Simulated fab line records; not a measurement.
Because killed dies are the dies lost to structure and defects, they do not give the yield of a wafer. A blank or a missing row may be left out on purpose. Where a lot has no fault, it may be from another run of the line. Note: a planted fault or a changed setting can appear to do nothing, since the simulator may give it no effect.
8D (eight disciplines) problem report, filled in by code | flow rit_cmos | the parts of the form that need people (team, actions taken, sign-off) are left out

1. THE PROBLEM
Across 6 wafers from 2 lots, PSD_TW at RIT_PSD_TW_MEAS_10 averages 30, while fault-free wafers read 3441 with a standard deviation of 22. That is -99 or more standard deviations from the usual mean.
First observed at day 5 22:54: wafer L971.1, on film_metro-02. The record has a number at this step for 42 wafers belonging to 14 lots. By rule, "out" or "out of limits" means more than 4 standard deviations away from the usual mean. Any other wafer with a number is counted as sound.

2. WHAT IT IS AND WHAT IT IS NOT
question                    | is                           | is not
which readings at this step | PSD_TW                       | -
which lots                  | L971, L974                   | L957, L958, L959, L960, L961, L963, L966, L968, L969, L970, L972, L980
which wafers of those lots  | all that have a number       | -
read on which gauges        | film_metro-02, film_metro-03 | film_metro-04
when                        | from day 5 22:54             | up to then (30 sound wafers); but 6 sound wafers of L972, L980 came after

3. THE SUSPECTS, EACH WITH WHAT RULES IT OUT
Counting: a tool stays on the suspect list if, at a process step up to the reading, it processed all lots that are out and no sound lot following the first of them.
- the gauge at RIT_PSD_TW_MEAS_10 has been ruled out. Those wafers that are out were read across 2 gauges (film_metro-02, film_metro-03).
- litho_track-03 at RIT_PSD_DEVELOP_05 (develop time 50 s): kept. Every lot that is out went through it, starting with L971 (day 5 22:00), and after that it ran no sound lot; the last sound lot it ran before then is L969 (day 5 12:00).
After counting, what remains is litho_track-03 at RIT_PSD_DEVELOP_05.

4. THE CAUSE (what the simulator had put in)
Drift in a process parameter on litho_track-03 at RIT_PSD_DEVELOP_05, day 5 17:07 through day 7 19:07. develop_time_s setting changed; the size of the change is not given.
After counting, this tool was the only one left.

5. SEQUENCE OF EFFECTS, ordered by route
Rows list readings where the struck wafers' mean (over those with a number) sits beyond 3 standard deviations from the usual. Only readings for which the record gives a usual standard deviation are gone through. hours: the time from each lot's start at the first step in this table that gives one to its start at this step, as a median over the lots. sigmas: the change in usual standard deviations.
hours | step               | reading | usual | on struck wafers | change | sigmas
0     | RIT_PSD_TW_MEAS_10 | PSD_TW  | 3441  | 30               | -3411  | -99 or more

6. HOW IT WOULD HAVE BEEN CAUGHT EARLIER
Counted from the fault's start at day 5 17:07, it took 6 hours until the first out-of-limits reading at a measuring or inspecting step in this record, taken at day 5 22:54.
Of the tool readings at RIT_PSD_DEVELOP_05 for which the record gives a usual standard deviation, none was out on any struck wafer, so an alarm limit of 4 standard deviations on them would not have fired.
L974, from the lots that are out (2), started RIT_PSD_DEVELOP_05 on litho_track-03 later than day 5 22:54. Putting the tool on hold at that point would have spared it.
